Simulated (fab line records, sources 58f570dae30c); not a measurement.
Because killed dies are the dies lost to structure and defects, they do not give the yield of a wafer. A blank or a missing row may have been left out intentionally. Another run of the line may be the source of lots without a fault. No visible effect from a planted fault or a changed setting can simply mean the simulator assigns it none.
Which of the tools did it? ; flow berkeleyCmos170 ; at 1 step of a route of 331, 7 lots with 21 wafers sampled

## WHAT THE GAUGES SHOWED, per wafer
UCB170_PLDD_OVL_MEAS_07.
lot;measured;on;PLDD_OVL (nm)
L998;day 7 00:21;overlay-01;3 6 6
L102;day 8 01:53;overlay-02;2 1 4
L105;day 9 05:35;overlay-01;5 3 12
L104;day 9 05:52;overlay-01;6 4 3
L111;day 9 20:16;overlay-02;-2 1 7
L113;day 10 10:22;overlay-01;2 7 9
L116;day 11 04:07;overlay-02;6 11 8

## TOOL THAT RAN EACH LOT (tool first, then ch and the chambers of the sampled wafers, then the start)
Record: no process step prior to these readings.

## THE ANSWER, worked out from the rows above alone
Rule: usual is defined by the lots themselves. The widest of any qualifying gaps counts: lots, ordered by their means at a reading, are off when they make up no more than a third of the lots, leave a main group of 4 or more, and stand apart from it by 3 or more times the standard deviation of that group's means. A main group whose means are all the same, to the digits that the tables above print for the reading, isn't used. A lot without any number at a reading at which 4 lots or more have one is off too. Any other lot the step has rows for is counted as sound.
No lot is off on any of the readings shown, so nothing can be concluded from this.

## WHAT THE SIMULATOR HAD PUT IN
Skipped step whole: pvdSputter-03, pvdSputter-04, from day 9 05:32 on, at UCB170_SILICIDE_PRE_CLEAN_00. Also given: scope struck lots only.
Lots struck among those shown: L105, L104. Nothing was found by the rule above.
